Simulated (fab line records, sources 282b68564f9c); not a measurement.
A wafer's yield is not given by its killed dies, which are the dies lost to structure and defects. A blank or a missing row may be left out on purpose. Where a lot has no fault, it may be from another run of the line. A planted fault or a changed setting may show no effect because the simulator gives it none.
Split-lot trial + flow rit-cmos + route with 202 steps; 5 lots, 23 wafers read

== ON THE SPLIT ==
At RIT_NWELL_IMPLANT_08, the setting energy-kev was moved away from the recipe's 170 on 10 of the 23 wafers read, by -2.5% to +3.6%. For the rest of the wafers, this setting stayed at what the recipe calls for.

The reading is taken at the split's own step.

== THE READING ==
The simulator's own value implant.drp-nm, read by no gauge, in nm at RIT_NWELL_IMPLANT_08. There is no usual value for it anywhere in the file.

| wafer  | tool, chamber at the split | energy-kev as run | against the recipe | implant.drp-nm, nm | against lot-mates on the recipe |
|--------|----------------------------|-------------------|--------------------|--------------------|---------------------------------|
| L074.1 | implanter-02, 0            | 170               | recipe             | 68.82              | -                               |
| L074.3 | implanter-02, 0            | 170               | recipe             | 68.82              | -                               |
| L074.5 | implanter-02, 0            | 170               | recipe             | 68.82              | -                               |
| L079.1 | implanter-02, 0            | 170               | recipe             | 68.82              | -                               |
| L079.3 | implanter-02, 0            | 170               | recipe             | 68.82              | -                               |
| L079.6 | implanter-02, 0            | 170               | recipe             | 68.82              | -                               |
| L079.2 | implanter-02, 0            | 165.8             | -2.5%              | 67.57              | -1.25                           |
| L079.5 | implanter-02, 0            | 165.8             | -2.5%              | 67.57              | -1.25                           |
| L080.2 | implanter-04, 0            | 172.9             | +1.7%              | 69.7               | +0.88                           |
| L080.3 | implanter-04, 0            | 172.9             | +1.7%              | 69.7               | +0.88                           |
| L080.5 | implanter-04, 0            | 172.9             | +1.7%              | 69.7               | +0.88                           |
| L080.4 | implanter-04, 0            | 170               | recipe             | 68.82              | -                               |
| L080.6 | implanter-04, 0            | 170               | recipe             | 68.82              | -                               |
| L082.2 | implanter-02, 0            | 173.9             | +2.3%              | 70.01              | +1.19                           |
| L082.6 | implanter-02, 0            | 173.9             | +2.3%              | 70.01              | +1.19                           |
| L082.3 | implanter-02, 0            | 170               | recipe             | 68.82              | -                               |
| L082.4 | implanter-02, 0            | 170               | recipe             | 68.82              | -                               |
| L082.5 | implanter-02, 0            | 170               | recipe             | 68.82              | -                               |
| L085.1 | implanter-04, 0            | 176.1             | +3.6%              | 70.67              | +1.85                           |
| L085.4 | implanter-04, 0            | 176.1             | +3.6%              | 70.67              | +1.85                           |
| L085.6 | implanter-04, 0            | 176.1             | +3.6%              | 70.67              | +1.85                           |
| L085.2 | implanter-04, 0            | 170               | recipe             | 68.82              | -                               |
| L085.5 | implanter-04, 0            | 170               | recipe             | 68.82              | -                               |

FIT RESULTS
A straight line over all 23 wafers: implant.drp-nm changes by +0.513 nm for each +1% of energy-kev; r = +1.00; the points scatter about the line by 0.0062 nm.
The same after taking each lot's own level away (the mean of its wafers on the recipe; 23 wafers): +0.513 nm for each +1%; r = +1.00; scatter 0.0062 nm.
The reading moves by 1.8 nm for the largest change in energy-kev, on that fit.
The lots' own levels span 68.820 to 68.820 nm.
The two slopes agree, so the slope changes little with the lot-to-lot level.
Check: +1.85 nm against its lot-mates is what the line predicts for one of the wafers moved furthest among these (+3.6%) when that wafer is left out of the fit. Against them it came out at +1.85 nm.

== OTHER SPLITS APPLIED TO THESE WAFERS ==
These wafers also went through other splits before the reading. Each is held against what the fit with the lots' levels taken away leaves over:
| other split on the same wafers    | wafers away from the commonest value | r with implant.drp-nm (lot level and that fit taken away) |
|-----------------------------------|--------------------------------------|-----------------------------------------------------------|
| RIT_ACTIVE_OXIDATION_01 ox-time-s | 10                                   | +0.13                                                     |
| RIT_ACTIVE_EXPOSE_08 dose-mj      | 9                                    | +0.10                                                     |

== THE WHOLE CHAIN: every reading that the file lists as answering this split, in the file's order ==
| step                 | what it does | reading                                                         | change (the file's fit)               | r (the file's) |
|----------------------|--------------|-----------------------------------------------------------------|---------------------------------------|----------------|
| RIT_NWELL_IMPLANT_08 |              | implant.rp-nm (the simulator's own value, which no gauge read)  | +2.18 nm for each +1% of the setting  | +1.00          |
| RIT_NWELL_IMPLANT_08 |              | implant.drp-nm (the simulator's own value, which no gauge read) | +0.514 nm for each +1% of the setting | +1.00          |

== THE FILE'S OWN FIT ==
implant.drp-nm changes by +0.514 nm for each +1% of energy-kev, r = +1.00.
